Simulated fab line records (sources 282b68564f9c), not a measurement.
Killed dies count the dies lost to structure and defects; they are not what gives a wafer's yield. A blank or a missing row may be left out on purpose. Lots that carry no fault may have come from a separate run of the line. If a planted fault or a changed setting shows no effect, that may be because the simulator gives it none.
What tool caused it? ; flow ritCmos ; 14 lots with 42 wafers sampled at 3 steps, on a route of 202 steps

## WHAT THE GAUGES SHOWED, per wafer
RIT_NSD_TW_MEAS_10.
lot;measured;on;NSD_TW
L533;day 3 09:59;filmMetro-02;3074 3084 3074
L534;day 3 16:04;filmMetro-02;3091 3080 3078
L535;day 3 17:35;filmMetro-03;3178 3170 3187
L536;day 3 22:07;filmMetro-02;3103 3089 3076
L539;day 4 10:20;filmMetro-02;3094 3080 3072
L540;day 4 16:03;filmMetro-03;3170 3160 3146
L541;day 4 18:14;filmMetro-03;3159 3166 3180
L545;day 5 20:01;filmMetro-03;3413 3428 3417
L546;day 5 21:10;filmMetro-04;3374 3365 3356
L548;day 6 08:34;filmMetro-02;3085 3095 3082
L549;day 6 13:50;filmMetro-04;3146 3160 3170
L552;day 7 01:19;filmMetro-02;3066 3073 3072
L553;day 7 05:08;filmMetro-02;3074 3073 3072
L554;day 7 10:41;filmMetro-03;3189 3168 3187

RIT_SDANNEAL_RS_MEAS_05: uses a four-point probe to measure.
lot;measured;on;NSD_RS (ohm/sq)
L533;day 3 12:25;filmMetro-03;84.30 84.53 84.57
L534;day 3 18:28;filmMetro-03;84.48 84.40 84.44
L535;day 3 19:55;filmMetro-02;84.10 84.15 83.72
L536;day 4 00:23;filmMetro-02;84.46 84.30 84.24
L539;day 4 12:22;filmMetro-03;83.93 84.11 84.02
L540;day 4 18:46;filmMetro-02;84.50 84.46 84.42
L541;day 4 20:26;filmMetro-04;84.58 84.45 84.18
L545;day 5 22:12;filmMetro-04;64.17 64.01 64.06
L546;day 5 23:37;filmMetro-03;64.30 64.22 64.40
L548;day 6 10:37;filmMetro-03;84.85 84.85 84.81
L549;day 6 16:08;filmMetro-04;84.89 84.81 84.83
L552;day 7 03:28;filmMetro-02;84.21 84.14 84.49
L553;day 7 07:22;filmMetro-04;84.40 84.08 84.12
L554;day 7 12:56;filmMetro-03;84.09 84.27 84.53

## TOOL THAT RAN EACH LOT (tool first, then ch and the chambers of the sampled wafers, then the start)
lot;RIT_NSD_IMPLANT_08
L533;implanter-04 ch 0, day 3 09:40
L534;implanter-04 ch 0, day 3 15:45
L535;implanter-04 ch 0, day 3 17:16
L536;implanter-01 ch 0, day 3 21:50
L539;implanter-01 ch 0, day 4 10:01
L540;implanter-04 ch 0, day 4 15:46
L541;implanter-02 ch 0, day 4 17:55
L545;implanter-02 ch 0, day 5 19:41
L546;implanter-02 ch 0, day 5 20:50
L548;implanter-01 ch 0, day 6 08:16
L549;implanter-04 ch 0, day 6 13:32
L552;implanter-01 ch 0, day 7 00:59
L553;implanter-01 ch 0, day 7 04:50
L554;implanter-04 ch 0, day 7 10:23
- RIT_NSD_IMPLANT_08

## AS READ BY THE TOOLS THEMSELVES (means over the sampled wafers that have a number; for cases with no such wafer, the mark the record gives instead)
RIT_NSD_IMPLANT_08.
lot;tool;beamOnS (s);faradayCurrentUA
L533;implanter-04;9.89;3167
L534;implanter-04;10.02;3111
L535;implanter-04;9.99;3140
L536;implanter-01;9.87;3164
L539;implanter-01;10.13;3084
L540;implanter-04;9.93;3153
L541;implanter-02;9.92;3150
L545;implanter-02;14.38;2177
L546;implanter-02;14.31;2188
L548;implanter-01;10.07;3107
L549;implanter-04;9.96;3147
L552;implanter-01;10.11;3099
L553;implanter-01;9.86;3165
L554;implanter-04;9.99;3132

## THE ANSWER, worked out from the rows above alone
Rule: the lots themselves supply what counts as usual. The widest of any qualifying gaps counts: lots, ordered by their means at a reading, are off when they make up no more than a third of the lots, leave a main group of 4 or more, and stand apart from it by 3 or more times the standard deviation of that group's means. A main group is skipped when, at the precision printed for the reading in the tables above, its means are all equal. Also off: a lot with no number at a reading for which 4 or more lots have one. Where the step has rows for the other lots, those lots are counted as sound. The gauges are gone through in route order, then the tools' own readings, and for those a lot's mean is taken as printed above. At the first step where some lot is off, the reading lying furthest off is the one used; lots without a number count as furthest.
Off: L545, L546, seen at RIT_NSD_TW_MEAS_10 (NSD_TW). Mean 3117 and standard deviation 44 in the main group.
A tool fits if, at a process step before that reading, it ran every lot that is off, and no sound lot after the first of them. The gauges at RIT_NSD_TW_MEAS_10 aren't tried: what is off there is off at RIT_NSD_IMPLANT_08 too, on other tools, and a gauge's error can't cause that. One fits: RIT_NSD_IMPLANT_08 on implanter-02. A fault onset in the window from L541 (day 4 17:55, its last sound lot) to L545 (day 5 19:41, its first lot off) fits.
The tool's own readings at RIT_NSD_IMPLANT_08 bear it out: on the lots that are off they differ by more than 5 times the standard deviation of the sound lots' means. beamOnS reads 14.35 s there against 9.98 s on the sound lots; faradayCurrentUA reads 2182 there against 3135 on the sound lots.

## WHAT HAD BEEN PUT IN BY THE SIMULATOR
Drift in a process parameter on implanter-02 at RIT_NSD_IMPLANT_08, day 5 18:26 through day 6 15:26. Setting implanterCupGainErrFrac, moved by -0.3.
Lots struck among those shown: L545, L546. This agrees with what the rule above found.
